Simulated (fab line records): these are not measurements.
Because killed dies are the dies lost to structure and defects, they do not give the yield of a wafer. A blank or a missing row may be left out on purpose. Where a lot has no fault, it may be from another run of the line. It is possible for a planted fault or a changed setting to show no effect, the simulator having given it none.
A struck lot beside a sound one	flow rit cmos	19 out of 202 route steps
Sound: wafers L464.4, L464.5, L464.6. Struck: wafers L473.2, L473.3, L473.4. Last of all comes the cause.
Per side, at each step with rows, come the tool, then ch with its chambers, and then its first start. Under that, the readings that differ: sound wafers	struck wafers	difference of the means	sigmas: that difference in standard deviations of wafers without a fault.
alike: readings with means less than 2 such deviations apart, plus words and numbers identical on both sides. not compared: withheld readings, readings lacking a value on some wafer, bounds such as >300 that could conceal the same value, and numbers that have no deviation in the record and whose values overlap.
Wherever a step has rows on one side only, a row that says differs or no value, or a row with sigmas, the two part there. Non-overlapping numbers with no deviation appear without sigmas and do not part them. A reading missing from all wafers of one side parts the sides only when that side holds two or more wafers.

RIT_SILICIDE_RS_MEAS_02: measurement is done with a four-point probe.
  sound on film metro-02 at day 3 18:37; struck on film metro-02 at day 5 15:57
  alike: SILICIDE_TI_RS
RIT_SILICIDE_THK_MEAS_03: measures by xrf.
  sound on film metro-02 at day 3 18:42; struck on film metro-02 at day 5 16:04
  alike: SILICIDE_TI_THK
RIT_SILICIDE_RTA_04: time 10 s, ramp up 5 s, ramp down 5 s.
  sound on rtp anneal-01 ch 0, day 3 18:46; struck on rtp anneal-02 ch 0, day 5 16:07
  alike: wafer_temp_C_max
then, 1 step without rows for these wafers: RIT_SILICIDE_WET_ETCH_05 (etches Ti in SPM, time 120 s).
RIT_SILICIDE_RTA_06: time 10 s, ramp up 5 s, ramp down 10 s.
  sound on rtp anneal-02 ch 0, day 3 18:52; struck on rtp anneal-01 ch 0, day 5 16:14
  alike: wafer_temp_C_max
RIT_CONTACT_CVD_00: deposits SiO2 from TEOS, target thk 400 nm, time 61 s.
  sound on pecvd-04 ch 0,1,2, day 3 18:56; struck on pecvd-04 ch 0,2, day 5 16:21
  alike: heater power w
RIT_CONTACT_THK_MEAS_01:
  sound on film metro-04 at day 3 18:59; struck on film metro-02 at day 5 16:25
  alike: CONTACT_TEOS_THK
then, 5 steps without rows for these wafers: RIT_CONTACT_HMDS_02 (prime time 60 s); RIT_CONTACT_COAT_03 (resist thk 1000 nm); RIT_CONTACT_SOFTBAKE_04 (time 60 s); RIT_CONTACT_EXPOSE_05 (exposes mask M11, target cd 1000 nm); RIT_CONTACT_PEB_06.
RIT_CONTACT_DEVELOP_07: develop time 120 s.
  sound on litho track-02 ch 0, day 3 19:00; struck on litho track-02 ch 0, day 5 17:00
  alike: chill plate temp C
RIT_CONTACT_CD_MEAS_08 targets a cd of 1000 nm.
  sound on cd sem-01 at day 3 20:09; struck on cd sem-01 at day 5 17:27
reading	sound	struck	difference	sigmas
cd nm (nm)	999.8 1000.2 997.9	1032.0 1032.2 1035.1	+33.8	+18
RIT_CONTACT_OVL_MEAS_09:
  sound on overlay-01 at day 3 20:14; struck on overlay-01 at day 5 17:34
  alike: CONTACT_OVL
then, 1 step without rows for these wafers: RIT_CONTACT_HARDBAKE_10 (time 60 s).
RIT_CONTACT_ETCH_11: etches SiO2 in CHF3/CF4/Ar, stops on TiSi2, target depth 480 nm, time 320 s.
  sound on rie diel-04 ch 1,2,3, day 3 20:30; struck on rie diel-04 ch 0,1,3, day 5 17:44
reading	sound	struck	difference	sigmas
rf hours counter h (h)	- - -	53 38 133	no value on the sound wafers	
model.CONTACT.cd nm (nm)	999.5 1000 997.8	1032 1032 1035	+34	
  alike: drypump motor current A, oes product au, throttle valve pct
RIT_CONTACT_STRIP_12: strips in O2, time 180 s.
  sound on plasma asher-02 ch 0,1, day 3 20:39; struck on plasma asher-01 ch 0,1, day 5 17:56
  alike: drypump motor current A
  not compared: rf hours counter h
RIT_M1_PROBE_99:
  sound on prober-02 at day 4 02:11; struck on prober-02 at day 5 23:13
reading	sound	struck	difference	sigmas
model.etest.contact to gate.bv left v (V)	89.65 88.5 90.11	82.04 82.26 78.09	-8.62	
model.etest.contact to gate.bv right v (V)	92.95 89.81 89.95	83.88 82.53 84.85	-7.15	
  alike: killed at contacts, killed at front end, killed dies, killed open, killed short

WHERE THEY PART
Last at RIT_CONTACT_ETCH_11 as far as this record goes, first at RIT_CONTACT_CD_MEAS_08. Later steps at which nothing parts them and some readings are alike: RIT_CONTACT_STRIP_12, RIT_M1_PROBE_99.

WHY: whatever the simulator had introduced
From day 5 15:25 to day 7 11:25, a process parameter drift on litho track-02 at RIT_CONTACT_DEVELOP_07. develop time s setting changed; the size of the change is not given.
